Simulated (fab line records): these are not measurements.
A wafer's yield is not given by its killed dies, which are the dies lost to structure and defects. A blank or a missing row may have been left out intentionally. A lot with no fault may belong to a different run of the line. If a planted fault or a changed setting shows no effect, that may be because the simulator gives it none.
Which tool did it? -- flow berkeleyCmos170 -- 7 lots, 21 wafers sampled, at 2 steps of a route of 331

## WHAT EACH GAUGE READ, for each wafer
UCB170_FIELD_THK_MEAS_02.
lot,measured,on,FIELD_OXIDE_THK (nm)
L100,day 5 21:23,filmMetro-01,564 563 559
L103,day 6 20:17,filmMetro-04,549 548 547
L106,day 6 20:17,filmMetro-01,553 555 559
L109,day 7 16:44,filmMetro-01,539 549 546
L111,day 8 02:56,filmMetro-04,539 549 551
L113,day 8 22:14,filmMetro-02,555 564 554
L119,day 9 21:44,filmMetro-02,337 333 334

## WHAT TOOL EACH LOT RAN ON (gives the tool, then ch and the chambers of the sampled wafers, and finally the start)
lot,UCB170_FIELD_OXIDATION_01
L100,"furnace-04 ch 0, day 5 18:23"
L103,"furnace-02 ch 0, day 6 17:17"
L106,"furnace-02 ch 0, day 6 17:17"
L109,"furnace-01 ch 0, day 7 13:43"
L111,"furnace-01 ch 0, day 7 23:55"
L113,"furnace-01 ch 0, day 8 19:13"
L119,"furnace-01 ch 0, day 9 18:44"
- UCB170_FIELD_OXIDATION_01: target thk 558.3 nm, ox time 7200 s.

## THE ANSWER, worked out from the rows above alone
Rule: what is usual is taken from the lots themselves. Put in order of their means at a reading, lots are off if they are a third of the lots or fewer, leave a main group of 4 or more, and stand apart from it by a gap of 3 or more times the standard deviation of the main group's means; of several such gaps the widest counts. A main group whose means are all the same, to the digits that the tables above print for the reading, isn't used. A lot without any number at a reading at which 4 lots or more have one is off too. The other lots that the step has rows for count as sound.
Off: L119, seen at UCB170_FIELD_THK_MEAS_02 (FIELD_OXIDE_THK). The main group: mean 552 nm, standard deviation 6.4.
If a tool, at a process step before that reading, ran all the lots that are off and no sound lot after the first of them, it fits. The gauges at UCB170_FIELD_THK_MEAS_02 are tried like those tools. This does not decide it: 2 tools fit, namely furnace-01 at UCB170_FIELD_OXIDATION_01 and filmMetro-02 at UCB170_FIELD_THK_MEAS_02.

## WHAT THE SIMULATOR PUT IN
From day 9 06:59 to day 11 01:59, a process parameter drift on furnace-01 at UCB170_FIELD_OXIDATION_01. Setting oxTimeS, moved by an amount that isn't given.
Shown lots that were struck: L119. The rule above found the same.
